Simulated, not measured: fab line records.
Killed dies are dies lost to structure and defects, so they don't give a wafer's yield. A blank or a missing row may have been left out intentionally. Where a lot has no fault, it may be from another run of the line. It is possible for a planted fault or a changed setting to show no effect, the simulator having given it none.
Matching of chambers :: flow ritCmos :: 4 sister chambers for RIT_GATE_ETCH_19 on rieSi-01
The step etches poly-Si in SF6/CHF3/O2, stops on SiO2, time 165 s, target depth 312.5 nm. 18 wafers are shown with their chamber, then 9 later ones without.

== WAFERS PAIRED WITH THEIR CHAMBERS ==
wafer: L738.1
chamber: 1
drypumpMotorCurrentA (A): 5.3
throttleValvePct (%): 10.09
oesProductAu (a.u.): 0.859

wafer: L738.2
chamber: 2
drypumpMotorCurrentA (A): 5.2
throttleValvePct (%): 10.10
oesProductAu (a.u.): 0.857

wafer: L738.4
chamber: 0
drypumpMotorCurrentA (A): 5.7
throttleValvePct (%): 10.31
oesProductAu (a.u.): 0.871

wafer: L740.2
chamber: 1
drypumpMotorCurrentA (A): 5.3
throttleValvePct (%): 10.09
oesProductAu (a.u.): 0.855

wafer: L740.4
chamber: 1
drypumpMotorCurrentA (A): 5.2
throttleValvePct (%): 10.09
oesProductAu (a.u.): 0.856

wafer: L740.6
chamber: 2
drypumpMotorCurrentA (A): 5.2
throttleValvePct (%): 10.11
oesProductAu (a.u.): 0.866

wafer: L742.1
chamber: 2
drypumpMotorCurrentA (A): 5.2
throttleValvePct (%): 10.08
oesProductAu (a.u.): 0.866

wafer: L742.4
chamber: 1
drypumpMotorCurrentA (A): 5.3
throttleValvePct (%): 10.08
oesProductAu (a.u.): 0.847

wafer: L742.6
chamber: 2
drypumpMotorCurrentA (A): 5.2
throttleValvePct (%): 10.10
oesProductAu (a.u.): 0.867

wafer: L744.1
chamber: 3
drypumpMotorCurrentA (A): 5.1
throttleValvePct (%): 10.28
oesProductAu (a.u.): 0.852

wafer: L744.3
chamber: 0
drypumpMotorCurrentA (A): 5.7
throttleValvePct (%): 10.31
oesProductAu (a.u.): 0.850

wafer: L744.5
chamber: 3
drypumpMotorCurrentA (A): 5.1
throttleValvePct (%): 10.27
oesProductAu (a.u.): 0.852

wafer: L750.2
chamber: 1
drypumpMotorCurrentA (A): 5.2
throttleValvePct (%): 10.09
oesProductAu (a.u.): 0.867

wafer: L750.3
chamber: 2
drypumpMotorCurrentA (A): 5.2
throttleValvePct (%): 10.10
oesProductAu (a.u.): 0.865

wafer: L750.4
chamber: 0
drypumpMotorCurrentA (A): 5.7
throttleValvePct (%): 10.30
oesProductAu (a.u.): 0.875

wafer: L754.3
chamber: 0
drypumpMotorCurrentA (A): 5.7
throttleValvePct (%): 10.31
oesProductAu (a.u.): 0.846

wafer: L754.4
chamber: 1
drypumpMotorCurrentA (A): 5.3
throttleValvePct (%): 10.08
oesProductAu (a.u.): 0.848

wafer: L754.5
chamber: 0
drypumpMotorCurrentA (A): 5.7
throttleValvePct (%): 10.32
oesProductAu (a.u.): 0.852

SIGNATURES (averages over the wafers above)
reading: drypumpMotorCurrentA
chamber 0: 5.700
chamber 1: 5.267
chamber 2: 5.200
chamber 3: 5.100
scatter within a chamber: 0.0309

reading: throttleValvePct
chamber 0: 10.3100
chamber 1: 10.0867
chamber 2: 10.0980
chamber 3: 10.2750
scatter within a chamber: 0.00785

reading: oesProductAu
chamber 0: 0.85880
chamber 1: 0.85533
chamber 2: 0.86420
chamber 3: 0.85200
scatter within a chamber: 0.00861
Rule: a wafer lies at a distance from a chamber equal to the root of the sum of squares, over the readings, of (its reading less the chamber's mean, divided by the reading's scatter). The wafer belongs to the nearest chamber; if the next one is less than 2 further off, it can't be placed. The scatter: the root of (the sum of the squares of (reading less its chamber's mean) over the shown wafers, divided by (wafers less chambers)).

== WAFERS MISSING THEIR CHAMBER ==
wafer: L756.1
drypumpMotorCurrentA (A): 5.1
throttleValvePct (%): 10.27
oesProductAu (a.u.): 0.868

wafer: L756.2
drypumpMotorCurrentA (A): 5.2
throttleValvePct (%): 10.09
oesProductAu (a.u.): 0.870

wafer: L756.6
drypumpMotorCurrentA (A): 5.2
throttleValvePct (%): 10.09
oesProductAu (a.u.): 0.851

wafer: L758.1
drypumpMotorCurrentA (A): 5.2
throttleValvePct (%): 10.10
oesProductAu (a.u.): 0.860

wafer: L758.3
drypumpMotorCurrentA (A): 5.7
throttleValvePct (%): 10.30
oesProductAu (a.u.): 0.855

wafer: L758.6
drypumpMotorCurrentA (A): 5.2
throttleValvePct (%): 10.10
oesProductAu (a.u.): 0.847

wafer: L760.2
drypumpMotorCurrentA (A): 5.2
throttleValvePct (%): 10.11
oesProductAu (a.u.): 0.858

wafer: L760.5
drypumpMotorCurrentA (A): 5.7
throttleValvePct (%): 10.32
oesProductAu (a.u.): 0.856

wafer: L760.6
drypumpMotorCurrentA (A): 5.2
throttleValvePct (%): 10.07
oesProductAu (a.u.): 0.847

== THE CHAMBER EACH PASSED THROUGH ==
wafer: L756.1
from the rows above: 3
in truth: 3

wafer: L756.2
from the rows above: can't be placed: 2 or 1
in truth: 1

wafer: L756.6
from the rows above: can't be placed: 2 or 1
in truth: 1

wafer: L758.1
from the rows above: 2
in truth: 2

wafer: L758.3
from the rows above: 0
in truth: 0

wafer: L758.6
from the rows above: can't be placed: 2 or 1
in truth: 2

wafer: L760.2
from the rows above: can't be placed: 2 or 1
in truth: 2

wafer: L760.5
from the rows above: 0
in truth: 0

wafer: L760.6
from the rows above: can't be placed: 1 or 2
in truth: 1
Correct placement for 4 of the 9. Not placeable from these rows: 5 (in 5, the candidates include the true chamber). Number placed wrongly: 0.
